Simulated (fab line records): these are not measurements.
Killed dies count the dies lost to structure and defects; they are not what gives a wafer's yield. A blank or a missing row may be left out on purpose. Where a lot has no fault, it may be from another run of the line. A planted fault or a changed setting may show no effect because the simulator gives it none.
A lot that was struck, set against a sound lot ; flow berkeley-cmos170 ; 14 out of 331 route steps
Sound: the wafers L512.3, L512.4, L512.6. Struck: wafer L502.3. (L502.2, L502.5 of the same lot were not struck and are left out.) The cause comes at the end.
For every step that has rows: the tool of each side, followed by ch and its chambers, followed by its first start. Under that, the readings that differ: sound wafers ; struck wafers ; difference of the means ; sigmas: that difference in standard deviations of wafers without a fault.
alike: readings whose means differ by less than 2 such deviations, and words and numbers that are the same on both sides. not compared: withheld readings, readings that some wafer has no value for, bounds like >300 that may hide the same value, and numbers for which the record gives no deviation and whose values overlap.
Wherever a step has rows on one side only, a row that says differs or no value, or a row with sigmas, the two part there. Numbers that have no deviation but don't overlap get no sigmas and don't part them. A reading that every wafer of one side lacks parts them only if that side has two wafers or more.

UCB170_M1_SPUTTER_00: material Al, target thk 600 nm, time 80 s.
  sound: pvd-sputter-02 at day 12 15:41; struck: pvd-sputter-02 at day 10 17:19
reading;sound;struck;difference;sigmas
throttle-valve-pct (%);31.2 32.6 32.6;29.0;-3.1;-3
UCB170_M1_RS_MEAS_01: uses a four-point probe to measure.
  sound: film-metro-01 at day 12 15:48; struck: film-metro-01 at day 10 17:23
  alike: M1_AL_RS
UCB170_M1_THK_MEAS_02: measures by xrf.
  sound: film-metro-01 at day 12 15:54; struck: film-metro-01 at day 10 17:30
  alike: M1_AL_THK
then, 6 steps without rows for these wafers: UCB170_M1_COAT_03; UCB170_M1_COAT_04 (resist thk 900 nm); UCB170_M1_SOFTBAKE_05 (time 60 s); UCB170_M1_EXPOSE_06 (exposes mask METAL1, target cd 700 nm); UCB170_M1_PEB_07; UCB170_M1_DEVELOP_08 (develop time 45 s).
UCB170_M1_CD_MEAS_09 targets a cd of 700 nm.
  sound: cd-sem-02 at day 12 17:24; struck: cd-sem-02 at day 10 18:32
  alike: cd-nm
UCB170_M1_OVL_MEAS_10:
  sound: overlay-02 at day 12 17:29; struck: overlay-01 at day 10 18:38
  alike: M1_OVL
UCB170_M1_ETCH_11: etches BARC in N2/H2.
  sound on rie-diel-04 ch 1,2,3, day 12 17:31; struck on rie-diel-02 ch 3, day 10 18:40
  alike: drypump-motor-current-A, oes-product-au, throttle-valve-pct
UCB170_M1_METAL_ETCH_12: etches Al in Cl2/BCl3, stops on PSG, target depth 780 nm, time 130 s.
  sound on rie-metal-03 ch 0,1, day 12 17:36; struck on rie-metal-01 ch 1, day 10 18:43
reading;sound;struck;difference;sigmas
over-etch-frac;0.3 0.3 0.3;0.21109;-0.08891;
model.KrF_of_M1_COAT_04.thk-nm (nm);447.6 452.4 449.3;457.5;+7.7;
  alike: drypump-motor-current-A, oes-product-au, throttle-valve-pct
  not compared: rf-hours-counter-h
UCB170_M1_STRIP_13: strips in O2.
  sound on plasma-asher-01 ch 0,1, day 12 17:44; struck on plasma-asher-04 ch 0, day 10 18:51
reading;sound;struck;difference;sigmas
oes-product-au (a.u.);0.718 0.719 0.726;0.730;+0.009;+2
  alike: drypump-motor-current-A
  not compared: rf-hours-counter-h

## WHERE THEY PART
First at UCB170_M1_SPUTTER_00; last, within this record, at UCB170_M1_STRIP_13.

WHY: the cause the simulator had injected
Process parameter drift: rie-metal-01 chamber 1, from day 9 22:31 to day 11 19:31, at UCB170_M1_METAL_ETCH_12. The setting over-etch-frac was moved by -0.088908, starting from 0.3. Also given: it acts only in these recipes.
